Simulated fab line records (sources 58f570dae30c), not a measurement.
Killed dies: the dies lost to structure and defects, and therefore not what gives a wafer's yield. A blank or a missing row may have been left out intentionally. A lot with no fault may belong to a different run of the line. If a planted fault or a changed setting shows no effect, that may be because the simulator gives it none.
Check of tool commonality || flow berkeleyCmos170 || 13 lots and 39 wafers in the sample

WHAT PROMPTED THE OPENING
Of 13 lots, 1 have the reading WELLDRIVE_OXIDE_THK flagged at UCB170_WELLDRIVE_THK_MEAS_02. No-fault wafers: 194.7 nm, standard deviation 2.8.
Rule: a lot gets a flag if all its wafers with a number sit over 4 standard deviations from that mean, or if no wafer of it has a number. The other lots count as sound.

{"lot": "L227", "measured": "day 3 15:03", "on": "filmMetro-02", "WELLDRIVE_OXIDE_THK (nm), wafer by wafer": "193.9 191.9 196.2", "flag": ""}
{"lot": "L229", "measured": "day 3 22:48", "on": "filmMetro-02", "WELLDRIVE_OXIDE_THK (nm), wafer by wafer": "196.8 194.2 192.9", "flag": ""}
{"lot": "L228", "measured": "day 3 22:51", "on": "filmMetro-02", "WELLDRIVE_OXIDE_THK (nm), wafer by wafer": "193.6 194.4 191.8", "flag": ""}
{"lot": "L230", "measured": "day 4 05:29", "on": "filmMetro-04", "WELLDRIVE_OXIDE_THK (nm), wafer by wafer": "198.6 197.3 199.8", "flag": ""}
{"lot": "L232", "measured": "day 4 16:06", "on": "filmMetro-04", "WELLDRIVE_OXIDE_THK (nm), wafer by wafer": "174.6 174.2 173.8", "flag": "FLAGGED"}
{"lot": "L240", "measured": "day 6 10:50", "on": "filmMetro-02", "WELLDRIVE_OXIDE_THK (nm), wafer by wafer": "192.8 193.8 189.7", "flag": ""}
{"lot": "L243", "measured": "day 6 15:55", "on": "filmMetro-04", "WELLDRIVE_OXIDE_THK (nm), wafer by wafer": "196.8 197.2 196.2", "flag": ""}
{"lot": "L246", "measured": "day 7 08:06", "on": "filmMetro-04", "WELLDRIVE_OXIDE_THK (nm), wafer by wafer": "197.1 196.3 192.8", "flag": ""}
{"lot": "L245", "measured": "day 7 08:07", "on": "filmMetro-02", "WELLDRIVE_OXIDE_THK (nm), wafer by wafer": "195.1 193.0 189.4", "flag": ""}
{"lot": "L247", "measured": "day 7 14:40", "on": "filmMetro-03", "WELLDRIVE_OXIDE_THK (nm), wafer by wafer": "198.2 196.6 197.0", "flag": ""}
{"lot": "L249", "measured": "day 8 05:26", "on": "filmMetro-03", "WELLDRIVE_OXIDE_THK (nm), wafer by wafer": "198.2 201.4 201.1", "flag": ""}
{"lot": "L248", "measured": "day 8 10:26", "on": "filmMetro-03", "WELLDRIVE_OXIDE_THK (nm), wafer by wafer": "195.6 195.1 193.7", "flag": ""}
{"lot": "L250", "measured": "day 8 16:13", "on": "filmMetro-03", "WELLDRIVE_OXIDE_THK (nm), wafer by wafer": "194.7 196.6 196.5", "flag": ""}
Average over the flagged lots: 174.2 nm; offset from the usual -20.5 nm, equal to -7 standard deviations.

WHICH TOOL EACH LOT WENT THROUGH
The record keeps 1 process step preceding the reading, out of 331 steps on the route. Each cell gives the tool, then ch followed by the chambers the sampled wafers passed through, then the start.
{"lot": "L227", "flag": "", "UCB170_WELLDRIVE_OXIDATION_01": "furnace-03 ch 0, day 3 11:31"}
{"lot": "L229", "flag": "", "UCB170_WELLDRIVE_OXIDATION_01": "furnace-01 ch 0, day 3 18:40"}
{"lot": "L228", "flag": "", "UCB170_WELLDRIVE_OXIDATION_01": "furnace-01 ch 0, day 3 18:40"}
{"lot": "L230", "flag": "", "UCB170_WELLDRIVE_OXIDATION_01": "furnace-04 ch 0, day 4 01:59"}
{"lot": "L232", "flag": "FLAGGED", "UCB170_WELLDRIVE_OXIDATION_01": "furnace-01 ch 0, day 4 12:33"}
{"lot": "L240", "flag": "", "UCB170_WELLDRIVE_OXIDATION_01": "furnace-04 ch 0, day 6 07:20"}
{"lot": "L243", "flag": "", "UCB170_WELLDRIVE_OXIDATION_01": "furnace-03 ch 0, day 6 12:25"}
{"lot": "L246", "flag": "", "UCB170_WELLDRIVE_OXIDATION_01": "furnace-01 ch 0, day 7 04:36"}
{"lot": "L245", "flag": "", "UCB170_WELLDRIVE_OXIDATION_01": "furnace-01 ch 0, day 7 04:36"}
{"lot": "L247", "flag": "", "UCB170_WELLDRIVE_OXIDATION_01": "furnace-04 ch 0, day 7 11:09"}
{"lot": "L249", "flag": "", "UCB170_WELLDRIVE_OXIDATION_01": "furnace-04 ch 0, day 8 01:55"}
{"lot": "L248", "flag": "", "UCB170_WELLDRIVE_OXIDATION_01": "furnace-04 ch 0, day 8 06:55"}
{"lot": "L250", "flag": "", "UCB170_WELLDRIVE_OXIDATION_01": "furnace-01 ch 0, day 8 12:42"}
What these steps do:
- UCB170_WELLDRIVE_OXIDATION_01: target thk 199 nm, ox time 8701 s.
- UCB170_WELLDRIVE_THK_MEAS_02

FLAGGED OVER TOTAL, TOOL BY TOOL (the gauges that took the reading come last)
{"step": "UCB170_WELLDRIVE_OXIDATION_01", "tool": "furnace-01", "lots run": 6, "flagged": 1, "share of the flagged lots": "all", "sound lots run after its first flagged lot": "3 (L245,L246,L250)"}
{"step": "UCB170_WELLDRIVE_OXIDATION_01", "tool": "furnace-03", "lots run": 2, "flagged": 0, "share of the flagged lots": "none", "sound lots run after its first flagged lot": "-"}
{"step": "UCB170_WELLDRIVE_OXIDATION_01", "tool": "furnace-04", "lots run": 5, "flagged": 0, "share of the flagged lots": "none", "sound lots run after its first flagged lot": "-"}
{"step": "UCB170_WELLDRIVE_THK_MEAS_02", "tool": "filmMetro-02", "lots run": 5, "flagged": 0, "share of the flagged lots": "none", "sound lots run after its first flagged lot": "-"}
{"step": "UCB170_WELLDRIVE_THK_MEAS_02", "tool": "filmMetro-03", "lots run": 4, "flagged": 0, "share of the flagged lots": "none", "sound lots run after its first flagged lot": "-"}
{"step": "UCB170_WELLDRIVE_THK_MEAS_02", "tool": "filmMetro-04", "lots run": 4, "flagged": 1, "share of the flagged lots": "all", "sound lots run after its first flagged lot": "2 (L243,L246)"}

THE TABLE: WHAT IT ALLOWS
furnace-01 at UCB170_WELLDRIVE_OXIDATION_01 and filmMetro-04 at UCB170_WELLDRIVE_THK_MEAS_02 are the 2 rows of the table that ran each flagged lot.
- furnace-01 at UCB170_WELLDRIVE_OXIDATION_01: 1 of its 6 lots flagged. Sound lots followed the first flagged one (L245, L246, L250) on it, something a lasting fault affecting the whole tool could not allow.
- filmMetro-04 at UCB170_WELLDRIVE_THK_MEAS_02: 1 of its 4 lots flagged. Sound lots followed the first flagged one (L243, L246) on it, something a lasting fault affecting the whole tool could not allow.
None of the table's rows ran every flagged lot and, after the first, no sound lot.

WHAT HAD BEEN PUT IN BY THE SIMULATOR
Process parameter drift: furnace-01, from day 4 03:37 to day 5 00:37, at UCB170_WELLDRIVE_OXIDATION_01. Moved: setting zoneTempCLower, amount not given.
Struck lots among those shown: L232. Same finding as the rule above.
